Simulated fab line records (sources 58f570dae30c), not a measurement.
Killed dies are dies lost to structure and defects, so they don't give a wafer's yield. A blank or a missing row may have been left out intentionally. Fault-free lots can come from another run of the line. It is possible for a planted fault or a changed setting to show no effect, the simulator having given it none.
Which tool did it? | flow berkeleyCmos170 | 12 lots with 35 wafers sampled at 4 steps, on a route of 331 steps

WHAT THE GAUGES READ, wafer by wafer
UCB170_V1_BOW_MEAS_03. Usual: V1_BOW gives 18 um (standard deviation 6).
lot  | measured     | on           | V1_BOW (um) | flag
L388 | day 8 08:56  | filmMetro-03 | 11 9 19     | 
L389 | day 8 08:56  | filmMetro-04 | 21 6 23     | 
L391 | day 9 06:13  | filmMetro-03 | 18 18 18    | 
L390 | day 9 07:31  | filmMetro-04 | 12 14 19    | 
L392 | day 9 08:56  | filmMetro-03 | 4 18 14     | 
L395 | day 9 16:03  | filmMetro-02 | 18 23 16    | 
L404 | day 12 10:18 | filmMetro-04 | 35 23 23    | 
L402 | day 12 11:40 | filmMetro-02 | 23 22       | 
L409 | day 13 20:47 | filmMetro-03 | 27 18 15    | 
L407 | day 14 04:53 | filmMetro-04 | 12 18 3     | 
L406 | day 14 05:11 | filmMetro-03 | 23 20 20    | 
L408 | day 14 06:13 | filmMetro-04 | 23 16 23    | 

UCB170_V1_CD_MEAS_12: the cd target is 700 nm. Usual: 699.8 nm for cdNm, sd 1.3.
lot  | measured     | on       | cdNm (nm)               | flag
L388 | day 8 11:38  | cdSem-02 | 697.6 697.1 697.9       | 
L389 | day 8 11:31  | cdSem-01 | 699.6 698.9 698.8       | 
L391 | day 9 08:35  | cdSem-02 | 699.4 698.8 697.9       | 
L390 | day 9 09:03  | cdSem-02 | 701.9 702.7 702.0       | 
L392 | day 9 11:13  | cdSem-01 | 697.0 699.4 698.2       | 
L395 | day 9 17:38  | cdSem-02 | 701.3 701.8 700.6       | 
L404 | day 12 11:52 | cdSem-02 | 699.0 699.1 699.7       | 
L402 | day 12 12:59 | cdSem-02 | 705.8 704.2 705.6 704.2 | OFF
L409 | day 13 22:25 | cdSem-02 | 699.6 699.1 699.4       | 
L407 | day 14 07:38 | cdSem-02 | 698.2 699.2 698.5       | 
L406 | day 14 09:13 | cdSem-02 | 699.3 699.3 700.7       | 
L408 | day 14 09:15 | cdSem-01 | 699.4 700.7 700.6       | 

UCB170_M3_OVL_MEAS_16. Usual: M3_OVL gives -1 nm (standard deviation 5.1).
lot  | measured     | on         | M3_OVL (nm) | flag
L388 | day 8 20:31  | overlay-01 | -10 -7 -6   | 
L389 | day 8 20:25  | overlay-02 | -6 -14 -5   | 
L391 | day 9 17:04  | overlay-02 | 3 1 4       | 
L390 | day 9 17:13  | overlay-02 | -5 -3 5     | 
L392 | day 9 19:11  | overlay-02 | 1 4 -2      | 
L395 | day 10 01:56 | overlay-01 | 1 5 4       | 
L404 | day 12 19:46 | overlay-01 | 3 2 0       | 
L402 | day 13 02:17 | overlay-01 | 0 -2        | 
L409 | day 14 08:00 | overlay-01 | -10 0 -7    | 
L407 | day 14 18:38 | overlay-01 | -3 -5 -3    | 
L406 | day 14 19:08 | overlay-01 | 4 1 7       | 
L408 | day 14 19:49 | overlay-01 | -4 -6 -14   | 

WHICH TOOL RAN EACH LOT (tool, then ch and the chambers of the sampled wafers, then the start)
lot  | UCB170_V1_EXPOSE_09
L388 | krfScanner-02 ch 0, day 8 11:13
L389 | krfScanner-02 ch 0, day 8 11:05
L391 | krfScanner-02 ch 0, day 9 08:11
L390 | krfScanner-01 ch 0, day 9 08:39
L392 | krfScanner-01 ch 0, day 9 10:50
L395 | krfScanner-02 ch 0, day 9 17:14
L404 | krfScanner-01 ch 0, day 12 11:29
L402 | krfScanner-02 ch 0, day 12 12:36
L409 | krfScanner-01 ch 0, day 13 21:59
L407 | krfScanner-01 ch 0, day 14 06:45
L406 | krfScanner-01 ch 0, day 14 07:53
L408 | krfScanner-01 ch 0, day 14 08:00
- UCB170_V1_EXPOSE_09: exposes mask VIA1, target cd 700 nm.

WHAT THE TOOLS THEMSELVES READ (means of the sampled wafers that have a number; where no wafer has one, the mark that the record gives instead)
UCB170_V1_EXPOSE_09. Usual: 37.00 for exposureDoseMJCm2, sd 0.041.
lot  | tool          | exposureDoseMJCm2 | flag
L388 | krfScanner-02 | 37.04             | 
L389 | krfScanner-02 | 36.96             | 
L391 | krfScanner-02 | 37.00             | 
L390 | krfScanner-01 | 37.02             | 
L392 | krfScanner-01 | 36.99             | 
L395 | krfScanner-02 | 37.00             | 
L404 | krfScanner-01 | 36.99             | 
L402 | krfScanner-02 | 36.20             | OFF
L409 | krfScanner-01 | 36.96             | 
L407 | krfScanner-01 | 37.01             | 
L406 | krfScanner-01 | 36.99             | 
L408 | krfScanner-01 | 36.98             | 

THE ANSWER, worked out from the rows above alone
Rule: a lot is off if the mean of its wafers that have a number lies more than 3 standard deviations from the usual mean. Also off: a lot with no number at a reading for which 4 or more lots have one. The other lots that the step has rows for count as sound. First the gauges in route order, then the tools' own readings, where a lot's mean is used as printed above. At the first step where some lot is off, the reading lying furthest off is the one used; lots without a number count as furthest.
Off at UCB170_V1_CD_MEAS_12 (cdNm): L402.
If a tool, at a process step before that reading, ran all the lots that are off and no sound lot after the first of them, it fits. Not tried: the gauges at UCB170_V1_CD_MEAS_12; whatever is off there is also off at UCB170_V1_EXPOSE_09, on other tools, and gauge error can't account for it. One candidate fits, namely krfScanner-02 at UCB170_V1_EXPOSE_09. Its last sound lot is L395 (day 9 17:14), its first lot that is off L402 (day 12 12:36): a fault that began between those two fits.
The tool's own readings at UCB170_V1_EXPOSE_09 bear it out: on the lots that are off they differ by more than 5 times the standard deviation of the sound lots' means. exposureDoseMJCm2 reads 36.20 there against 36.99 on the sound lots.

WHAT HAD BEEN PUT IN BY THE SIMULATOR
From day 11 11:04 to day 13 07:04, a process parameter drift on krfScanner-02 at UCB170_V1_EXPOSE_09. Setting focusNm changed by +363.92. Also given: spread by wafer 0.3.
Struck lots among those shown: L402. The rule given above showed the same thing.
